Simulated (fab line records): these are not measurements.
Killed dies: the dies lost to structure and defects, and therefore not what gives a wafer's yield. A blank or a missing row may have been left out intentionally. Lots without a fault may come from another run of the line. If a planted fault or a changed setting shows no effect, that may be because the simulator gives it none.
A struck lot beside a sound one || flow ritCmos || 44 steps out of a route of 202
Sound: the wafers L143.1, L143.2, L143.6. Struck: wafers L133.1, L133.3, L133.5. The cause is named last.
For every step that has rows: the tool of each side, followed by ch and its chambers, followed by its first start. Under that, the readings that differ: sound wafers || struck wafers || difference of the means || sigmas: that difference in standard deviations of wafers without a fault.
alike: a reading whose means differ by less than 2 such deviations, as well as words and numbers matching on both sides. not compared: withheld readings; readings where some wafer has no value; bounds like >300 that might hide an equal value; numbers whose values overlap and for which the record gives no deviation.
The two part at a step that has a row with sigmas, a row that says differs or no value, or rows on one side only. Numbers that have no deviation but don't overlap get no sigmas and don't part them. Lack of a reading on every wafer of one side parts them only where that side has two or more wafers.

first, 4 steps without rows for these wafers: RIT_PLDD_SOFTBAKE_02 (time 60 s); RIT_PLDD_EXPOSE_03 (exposes mask M8, target cd 40900 nm); RIT_PLDD_PEB_04; RIT_PLDD_DEVELOP_05 (develop time 50 s).
RIT_PLDD_OVL_MEAS_06:
  sound: overlay-02 at day 8 02:01; struck: overlay-02 at day 5 09:31
  alike: PLDD_OVL
then, 2 steps without rows for these wafers: RIT_PLDD_HARDBAKE_07 (time 60 s); RIT_PLDD_IMPLANT_08.
RIT_PLDD_STRIP_09: strips in O2, time 180 s.
  sound on plasmaAsher-03 ch 0,1, day 8 02:20; struck on plasmaAsher-04 ch 1, day 5 09:50
{"reading": "drypumpMotorCurrentA (A)", "sound": "6.0 6.8 6.8", "struck": "5.4 5.4 5.4", "difference": -1.1, "sigmas": -2}
{"reading": "rfReflPowerW (W)", "sound": "4.9 6.2 6.2", "struck": "7.7 8.2 7.3", "difference": "+2.0", "sigmas": "+2"}
  not compared: rfHoursCounterH
RIT_PLDD_TW_MEAS_10:
  sound: filmMetro-03 at day 8 02:31; struck: filmMetro-02 at day 5 10:01
{"reading": "PLDD_TW", "sound": "2409 2413 2400", "struck": "2350 2354 2357", "difference": -54, "sigmas": -2}
then, 3 steps without rows for these wafers: RIT_SPACER_CLEAN_00 (cleans in SC1, time 600 s); RIT_SPACER_CLEAN_01 (cleans in dHF, time 30 s); RIT_SPACER_CLEAN_02 (cleans in SC2, time 600 s).
RIT_SPACER_CVD_03: deposits Si3N4 from SiH2Cl2/NH3, target thk 250 nm, time 3300 s.
  sound on lpcvd-02 ch 1, day 8 02:56; struck on lpcvd-01 ch 1, day 5 10:26
{"reading": "spikeTcLoadC (C)", "sound": "827.1 826.3 828.2", "struck": "835.6 833.2 834.2", "difference": "+7.1", "sigmas": "+3"}
{"reading": "model.Si3N4_of_SPACER_CVD_03.thkNm (nm)", "sound": "243.7 243.9 242.4", "struck": "121.7 120.5 120.6", "difference": -122.4, "sigmas": ""}
  alike: sih2cl2FlowSccm
RIT_SPACER_THK_MEAS_04:
  sound: filmMetro-02 at day 8 04:52; struck: filmMetro-01 at day 5 12:22
{"reading": "SPACER_NITRIDE_THK (nm)", "sound": "243.6 243.8 242.3", "struck": "121.7 120.5 120.5", "difference": -122.3, "sigmas": -44}
RIT_SPACER_ETCHBACK_05: etches Si3N4 in SF6/CHF3, stops on SiO2, target depth 250 nm, time 240 s.
  sound on rieDiel-02 ch 0,2,3, day 8 04:55; struck on rieDiel-03 ch 0,2,3, day 5 12:25
{"reading": "oesProductAu (a.u.)", "sound": "0.804 0.822 0.828", "struck": "0.530 0.531 0.530", "difference": -0.288, "sigmas": -16}
{"reading": "throttleValvePct (%)", "sound": "10.18 10.29 10.49", "struck": "9.87 10.06 9.99", "difference": -0.35, "sigmas": -2}
{"reading": "model.etch.depthNm (nm)", "sound": "243.7 243.9 242.4", "struck": "121.7 120.5 120.6", "difference": -122.4, "sigmas": ""}
  alike: SF6_flow_sccm, drypumpMotorCurrentA
  not compared: rfHoursCounterH
then, 6 steps without rows for these wafers: RIT_NSD_HMDS_00 (prime time 60 s); RIT_NSD_COAT_01 (resist thk 1000 nm); RIT_NSD_SOFTBAKE_02 (time 60 s); RIT_NSD_EXPOSE_03 (exposes mask M9, target cd 40700 nm); RIT_NSD_PEB_04; RIT_NSD_DEVELOP_05 (develop time 50 s).
RIT_NSD_OVL_MEAS_06:
  sound: overlay-02 at day 8 06:11; struck: overlay-01 at day 5 13:25
  alike: NSD_OVL
then, 2 steps without rows for these wafers: RIT_NSD_HARDBAKE_07 (time 60 s); RIT_NSD_IMPLANT_08.
RIT_NSD_STRIP_09: strips in O2, time 180 s.
  sound on plasmaAsher-04 ch 0,1, day 8 06:34; struck on plasmaAsher-01 ch 0,1, day 5 13:46
  alike: drypumpMotorCurrentA, rfReflPowerW
  not compared: rfHoursCounterH
RIT_NSD_TW_MEAS_10:
  sound: filmMetro-01 at day 8 06:44; struck: filmMetro-01 at day 5 13:56
  alike: NSD_TW
then, 6 steps without rows for these wafers: RIT_PSD_HMDS_00 (prime time 60 s); RIT_PSD_COAT_01 (resist thk 1000 nm); RIT_PSD_SOFTBAKE_02 (time 60 s); RIT_PSD_EXPOSE_03 (exposes mask M10, target cd 40900 nm); RIT_PSD_PEB_04; RIT_PSD_DEVELOP_05 (develop time 50 s).
RIT_PSD_OVL_MEAS_06:
  sound: overlay-01 at day 8 07:38; struck: overlay-01 at day 5 14:52
  alike: PSD_OVL
then, 2 steps without rows for these wafers: RIT_PSD_HARDBAKE_07 (time 60 s); RIT_PSD_IMPLANT_08.
RIT_PSD_STRIP_09: strips in O2, time 180 s.
  sound on plasmaAsher-03 ch 0,1, day 8 07:59; struck on plasmaAsher-04 ch 0,1, day 5 15:11
  alike: drypumpMotorCurrentA, rfReflPowerW
  not compared: rfHoursCounterH
RIT_PSD_TW_MEAS_10:
  sound: filmMetro-03 at day 8 08:09; struck: filmMetro-02 at day 5 15:22
  alike: PSD_TW
then, 3 steps without rows for these wafers: RIT_SDANNEAL_CLEAN_00 (cleans in SC1, time 600 s); RIT_SDANNEAL_CLEAN_01 (cleans in dHF, time 30 s); RIT_SDANNEAL_CLEAN_02 (cleans in SC2, time 600 s).
RIT_SDANNEAL_RTA_03: time 5 s.
  sound on rtpAnneal-01 ch 0, day 8 08:35; struck on rtpAnneal-01 ch 0, day 5 15:49
  alike: wafer_temp_C_max
RIT_SDANNEAL_RS_MEAS_04: a four-point-probe measurement.
  sound: filmMetro-03 at day 8 08:38; struck: filmMetro-01 at day 5 15:52
  alike: PSD_RS
RIT_SILICIDE_WET_ETCH_00: etches SiO2 in BOE, target depth 14 nm, time 15 s.
  sound on wetBench-01 ch 0, day 8 09:07; struck on wetBench-01 ch 0, day 5 16:21
{"reading": "model.Si3N4_of_SPACER_CVD_03.thkNm (nm)", "sound": "192.3 190.6 189.3", "struck": "95.18 92.87 93.35", "difference": -96.93, "sigmas": ""}
RIT_M1_PROBE_99:
  sound: prober-01 at day 8 16:19; struck: prober-02 at day 5 23:28
{"reading": "model.etest.nplusSal.widthNm (nm)", "sound": "3428 3452 3459", "struck": "3587 3630 3649", "difference": "+176", "sigmas": ""}
{"reading": "model.etest.pplusSal.widthNm (nm)", "sound": "3401 3470 3461", "struck": "3614 3631 3622", "difference": "+178", "sigmas": ""}
{"reading": "model.etest.nldd.widthNm (nm)", "sound": "3185 3193 3184", "struck": "3335 3342 3340", "difference": "+152", "sigmas": ""}
{"reading": "model.etest.pldd.widthNm (nm)", "sound": "3161 3168 3183", "struck": "3325 3325 3343", "difference": "+160", "sigmas": ""}
{"reading": "model.etest.pwellPinched.rsOhmSq", "sound": "456.7 469.3 468.8", "struck": "557.3 578.3 571.1", "difference": "+104.0", "sigmas": ""}
{"reading": "model.etest.nwellPinched.rsOhmSq", "sound": "332.3 344.4 342.6", "struck": "418.7 431.4 430.6", "difference": "+87.1", "sigmas": ""}
{"reading": "model.etest.wellEdgeRight.lineOhmUm", "sound": "183.9 181 185.4", "struck": "225.5 236 234.2", "difference": "+48.5", "sigmas": ""}
{"reading": "model.etest.wellEdgeLeft.lineOhmUm", "sound": "183.8 182.5 181.8", "struck": "225.3 235.7 228.6", "difference": "+47.2", "sigmas": ""}

== WHERE THEY PART ==
First at RIT_PLDD_STRIP_09; last, within this record, at RIT_SPACER_ETCHBACK_05. Later steps at which nothing parts them and some readings are alike: RIT_NSD_OVL_MEAS_06, RIT_NSD_STRIP_09, RIT_NSD_TW_MEAS_10, RIT_PSD_OVL_MEAS_06, RIT_PSD_STRIP_09, RIT_PSD_TW_MEAS_10, RIT_SDANNEAL_RTA_03, RIT_SDANNEAL_RS_MEAS_04.

WHY: the cause the simulator had injected
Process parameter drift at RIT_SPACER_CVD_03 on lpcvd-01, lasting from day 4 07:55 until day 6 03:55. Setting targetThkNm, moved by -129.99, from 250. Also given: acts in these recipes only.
